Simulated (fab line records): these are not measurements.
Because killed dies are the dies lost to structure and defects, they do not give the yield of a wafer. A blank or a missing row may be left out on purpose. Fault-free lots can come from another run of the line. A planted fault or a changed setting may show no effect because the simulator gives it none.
8D (eight disciplines) problem report, filled in by code || flow rit-cmos || the parts of the form that need people (team, actions taken, sign-off) are left out

== 1. THE ISSUE ==
Mean of developer-temp-C at RIT_NWELL_DEVELOP_05: 22.12 C across 6 wafers in 2 lots; on wafers with no fault it is 22.99 C (standard deviation 0.09). Measured from the usual mean, that is -9.6 standard deviations.
The step: develop time 68 s.
Seen first at day 3 08:00 on litho-track-04, wafer L380.1. At this step, 42 wafers from 14 lots have a number in the record. Rule for "out", or "out of limits": more than 4 standard deviations from the usual mean. Any other wafer with a number is counted as sound.

== 2. WHAT IT IS AND WHAT IT IS NOT ==
{"question": "which readings at this step", "is": "developer-temp-C", "is not": "-"}
{"question": "which lots", "is": "L380, L384", "is not": "L373, L374, L376, L377, L382, L383, L385, L389, L391, L392, L393, L396"}
{"question": "which wafers of those lots", "is": "all that have a number", "is not": "-"}
{"question": "read on which tools", "is": "litho-track-04", "is not": "litho-track-02, litho-track-03"}
{"question": "when", "is": "from day 3 08:00", "is not": "up to then (12 sound wafers); but 24 sound wafers of L382, L383, L385, L389, L391, L392, L393, L396 came after"}

== 3. SUSPECTS, AND WHAT RULES EACH OUT ==
Counting: a tool at a process step up to the reading stays a suspect if it ran every lot that is out and no sound lot after the first of them.
- litho-track-04 at RIT_NWELL_DEVELOP_05 (develop time 68 s): kept. It processed each lot that is out, first L380 at day 3 08:00, and no sound lot thereafter; up to then, the last sound lot it processed was L374 at day 2 06:00. Its own readings are out on those wafers: developer-temp-C.
Remaining after the count: litho-track-04 at RIT_NWELL_DEVELOP_05.

== 4. THE CAUSE (what the simulator had put in) ==
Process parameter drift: litho-track-04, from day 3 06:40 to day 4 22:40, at RIT_NWELL_DEVELOP_05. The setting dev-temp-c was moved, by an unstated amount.
After counting, this tool was the only one left.

== 5. SEQUENCE OF EFFECTS, ordered by route ==
Each row: a reading where the mean over the struck wafers with a number is more than 3 standard deviations away from the usual. Only readings for which the record gives a usual standard deviation are gone through. hours: the time from each lot's start at the first step in this table that gives one to its start at this step, as a median over the lots. sigmas: the change in usual standard deviations.
{"hours": 0, "step": "RIT_NWELL_DEVELOP_05", "reading": "developer-temp-C", "usual": "22.99 C", "on struck wafers": 22.12, "change": -0.87, "sigmas": -9.6}
The process steps in it:
- RIT_NWELL_DEVELOP_05: develop time 68 s.

== 6. HOW IT WOULD HAVE BEEN CAUGHT EARLIER ==
In this record the first reading out of limits was taken at day 3 08:00, 1 hour after the fault began at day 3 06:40.
